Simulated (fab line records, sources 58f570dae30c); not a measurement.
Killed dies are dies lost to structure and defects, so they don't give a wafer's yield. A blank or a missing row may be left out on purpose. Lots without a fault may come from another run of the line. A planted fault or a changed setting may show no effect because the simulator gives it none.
A struck lot beside a sound one | flow berkeley_cmos170 | 24 steps out of a route of 331
Sound: wafers L979.2, L979.4, L979.5. Struck: wafers L981.1, L981.3, L981.6. The cause comes at the end.
At each step with rows: each side's tool, then ch and its chambers, then its first start. Under that, the readings that differ: sound wafers | struck wafers | difference of the means | sigmas: that difference in standard deviations of wafers without a fault.
alike: readings whose means differ by less than 2 such deviations, and words and numbers that are the same on both sides. not compared: withheld readings, readings that some wafer has no value for, bounds like >300 that may hide the same value, and numbers for which the record gives no deviation and whose values overlap.
The two part at a step that has a row with sigmas, a row that says differs or no value, or rows on one side only. Numbers that don't overlap but have no deviation are shown without sigmas and don't part them. A reading that every wafer of one side lacks parts them only if that side has two wafers or more.

first, 4 steps without rows for these wafers: UCB170_PWELL_WET_ETCH_19 (etches Si3N4 in H3PO4, time 14400 s); UCB170_PWELL_WET_ETCH_20 (etches SiO2 in BOE, time 22 s); UCB170_WELLDRIVE_CLEAN_00 (cleans in SPM, time 600 s); UCB170_WELLDRIVE_OXIDATION_01 (target thk 199 nm, ox time 9000 s).
UCB170_WELLDRIVE_THK_MEAS_02:
  sound on film_metro-02, day 6 14:35; struck on film_metro-02, day 7 04:39
  alike: WELLDRIVE_OXIDE_THK
then, 5 steps without rows for these wafers: UCB170_WELLDRIVE_ANNEAL_03 (time 900 s); UCB170_WELLDRIVE_WET_ETCH_04 (etches SiO2 in BOE, time 120 s); UCB170_ACTIVE_CLEAN_00 (cleans in SPM, time 600 s); UCB170_ACTIVE_CLEAN_01 (cleans in dHF, time 60 s); UCB170_ACTIVE_OXIDATION_02 (target thk 26.4 nm, ox time 1260 s).
UCB170_ACTIVE_THK_MEAS_03:
  sound on film_metro-01, day 6 21:25; struck on film_metro-04, day 7 10:28
  alike: ACTIVE_OXIDE_THK
then, 1 step without rows for these wafers: UCB170_ACTIVE_ANNEAL_04 (time 900 s).
UCB170_ACTIVE_CVD_05: deposits Si3N4 from SiH2Cl2/NH3, target thk 220 nm, time 3300 s.
  sound on lpcvd-02 ch 1, day 7 03:19; struck on lpcvd-02 ch 1, day 7 14:18
  reading                                  | sound             | struck            | difference | sigmas
  spike_tc_centre_C (C)                    | 801.0 800.9 799.8 | 829.0 828.0 829.3 | +28.2      | +22
  zone_power_centre_pct (%)                | 34.5 34.4 34.4    | 43.6 44.1 44.3    | +9.6       | +6
  model.Si3N4_of_ACTIVE_CVD_05.thk_nm (nm) | 220.3 222.6 220.2 | 233.5 248 280.5   | +33.0      |
UCB170_ACTIVE_THK_MEAS_06:
  sound on film_metro-01, day 7 05:28; struck on film_metro-01, day 7 16:13
  reading                 | sound             | struck            | difference | sigmas
  ACTIVE_NITRIDE_THK (nm) | 220.2 222.4 220.1 | 233.5 248.1 280.7 | +33.2      | +22
then, 6 steps without rows for these wafers: UCB170_ACTIVE_HMDS_07 (prime time 60 s); UCB170_ACTIVE_COAT_08 (resist thk 900 nm); UCB170_ACTIVE_SOFTBAKE_09 (time 60 s); UCB170_ACTIVE_EXPOSE_10 (exposes mask ACTIVE, target cd 1200 nm); UCB170_ACTIVE_PEB_11; UCB170_ACTIVE_DEVELOP_12 (develop time 45 s).
UCB170_ACTIVE_CD_MEAS_13: target cd 1200 nm.
  sound on cd_sem-01, day 7 07:50; struck on cd_sem-01, day 7 17:27
  alike: cd_nm
UCB170_ACTIVE_OVL_MEAS_14:
  sound on overlay-01, day 7 07:56; struck on overlay-02, day 7 17:34
  alike: ACTIVE_OVL
UCB170_ACTIVE_ETCH_15: etches Si3N4 in CH3F/Ar/O2, stops on SiO2, target depth 242 nm, time 151 s.
  sound on rie_diel-03 ch 0,2,3, day 7 07:58; struck on rie_diel-02 ch 0,2, day 7 17:37
  reading                  | sound             | struck            | difference | sigmas
  oes_product_au (a.u.)    | 0.933 0.926 0.942 | 0.979 0.980 1.006 | +0.055     | +4
  model.etch.depth_nm (nm) | 220.3 222.6 220.2 | 233.5 235.4 240.2 | +15.3      |
  alike: drypump_motor_current_A, throttle_valve_pct
  not compared: rf_hours_counter_h
UCB170_ACTIVE_STRIP_16: strips in O2.
  sound on plasma_asher-03 ch 0,1, day 7 08:04; struck on plasma_asher-03 ch 0,1, day 7 17:43
  alike: drypump_motor_current_A, oes_product_au, strip_time_to_endpoint_s
  not compared: rf_hours_counter_h

WHERE THEY PART
First at UCB170_ACTIVE_CVD_05; last, within this record, at UCB170_ACTIVE_ETCH_15. Later steps at which nothing parts them and some readings are alike: UCB170_ACTIVE_STRIP_16.

WHY: what the simulator had put in
Process parameter drift: lpcvd-02, from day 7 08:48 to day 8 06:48, at UCB170_ACTIVE_CVD_05. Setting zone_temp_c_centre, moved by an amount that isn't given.
